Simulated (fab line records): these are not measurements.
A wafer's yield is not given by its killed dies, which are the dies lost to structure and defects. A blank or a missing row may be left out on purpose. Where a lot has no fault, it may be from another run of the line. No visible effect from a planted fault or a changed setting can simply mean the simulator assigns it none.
fab line records    flow berkeleyCmos170
record: lots: 5  wafers: 23
route steps=331 shown M3@319
startH: start of the lot's first displayed wafer, in hours after the record's first day    waitH: hours from the lot's prior step to this one    " the same as in the row above    L1.1+2: one row covering several wafers at once    - value missing, or start not given    * or withheld: withheld    < > ~ a bound
route shown NAME@n: a module of which the file shows steps, and the number in the route of the first    usual: the fault-free wafers' mean and standard deviation    same: alike in all rows    chamber/n: place in a boat    sites: per-site readings    _std_site: how widely they spread, as a standard deviation    _edge_site: outer sites' mean less inner sites'    radiusMm: how far each site lies from the wafer's centre    mask NAME#n: copy n    behind: the tool/chamber that last shaped the wafer    hold: reason for holding the lot/hours on hold/outcome of the hold    device: transistor that didn't switch, given as n, p or np    end of line: the tests these same wafers got at the end of their route    a step without rows: its recipe alone    killed: count of dies lost to structure and defects at first sort (not the wafer's yield)    map: per-die view of a wafer (x killed, . not killed, _ where there is no die)
set.NAME: setting as actually run; set.NAME@STEP: the setting as run at that earlier step    model.NAME: the simulator's own value behind a step, which no gauge read
lots whose settings were changed on purpose; a table a step, a row a wafer
== steps ==
step: UCB170_M3_COAT_10
recipe: resist: KrF  spinRpm: 1500  resistThkNm: 900
lot.wafer  tool           chamber  startH  waitH  set.spinRpm  model.KrF_of_M3_COAT_10.thkNm
L078.1     lithoTrack-04  0        -       -      1500         899.6
L078.2     "              0        "       "      1500         -
L078.3     "              0        "       "      1582         -
L078.4     "              0        "       "      1500         901
L078.6     "              0        "       "      1582         875.5
L077.3     lithoTrack-01  0        -       -      1500         898.2
L077.4     "              0        "       "      1500         896.9
L077.6     "              0        "       "      1500         900.7
L081.1     lithoTrack-04  0        -       -      1500         895.6
L081.2     "              0        "       "      1500         895.2
L081.4     "              0        "       "      1500         895.4
L081.5     "              0        "       "      1500         892.4
L081.6     "              0        "       "      1500         897.2
L082.2     lithoTrack-04  0        -       -      1500         902.3
L082.3     "              0        "       "      1539         888.7
L082.4     "              0        "       "      1500         896.5
L082.5     "              0        "       "      1539         887.5
L082.6     "              0        "       "      1500         899.4
L080.2+4   lithoTrack-03  0        -       -      1420         -
L080.3     "              0        "       "      1500         898.1
L080.5     "              0        "       "      1420         921.6
L080.6     "              0        "       "      1500         896.2
step: UCB170_M3_SOFTBAKE_11
recipe: resist: KrF  tempC: 130  timeS: 60
step: UCB170_M3_EXPOSE_12
recipe: maskId: METAL3  targetCdNm: 700  na: 0.5  sigmaOuter: 0.6  sourceShape: conventional  doseMj: 26
step: UCB170_M3_ETCH_17
recipe: chemistry: N2/H2  targetDepthA: withheld  overetchA: withheld  target: BARC  timeS: withheld  sourceW: 500  biasW: 100  pressureMtorr: 30  n2FlowSccm: 100  h2FlowSccm: 200
step: UCB170_M3_METAL_ETCH_18
recipe: chemistry: Cl2/BCl3  target: Al  stopOn: SiO2  pressureMtorr: 11.8  targetDepthA: 11700  overEtchFrac: 0.3  timeS: 195  icpW: 600  biasW: 120  Cl2_flow_sccm: 90  bcl3FlowSccm: 45
usual: oesProductAu: 0.848/0.015
lot.wafer  tool         chamber  startH  waitH  set.timeS@M3_SPUTTER_01  oesProductAu
L078.1     rieMetal-01  0        245.62  -      120                      0.853
L078.2     "            1        "       "      127.8                    0.876
L078.3     "            1        "       "      127.8                    0.873
L078.4     "            0        "       "      120                      0.858
L078.6     "            1        "       "      120                      0.832
L077.3     rieMetal-03  0        250.19  -      120                      0.828
L077.4     "            0        "       "      120                      0.822
L077.6     "            0        "       "      120                      0.829
L081.1     rieMetal-04  1        278.50  -      120                      0.858
L081.2     "            0        "       "      120                      0.836
L081.4     "            1        "       "      120                      0.856
L081.5     "            0        "       "      120                      0.839
L081.6     "            1        "       "      120                      0.857
L082.2     rieMetal-04  1        283.39  -      120                      0.852
L082.3     "            1        "       "      120                      0.844
L082.4     "            0        "       "      120                      0.830
L082.5     "            0        "       "      120                      0.826
L082.6     "            1        "       "      120                      0.854
L080.2     rieMetal-01  1        283.85  -      107.2                    0.793
L080.3     "            0        "       "      120                      0.850
L080.4     "            1        "       "      107.2                    0.798
L080.5     "            1        "       "      120                      0.852
L080.6     "            0        "       "      120                      0.863
== key ==
split: step: UCB170_M3_COAT_10  setting: spinRpm  stated: 1500  by: wafer
response: step: UCB170_M3_COAT_10  reading: model.KrF_of_M3_COAT_10.thkNm  change: -4.52  per: 1%  r: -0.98
split outsideThisFile step=UCB170_M3_SPUTTER_01 setting=timeS
split outsideThisFile: this setting was split too, and the file shows its column; the key of that split is in another file
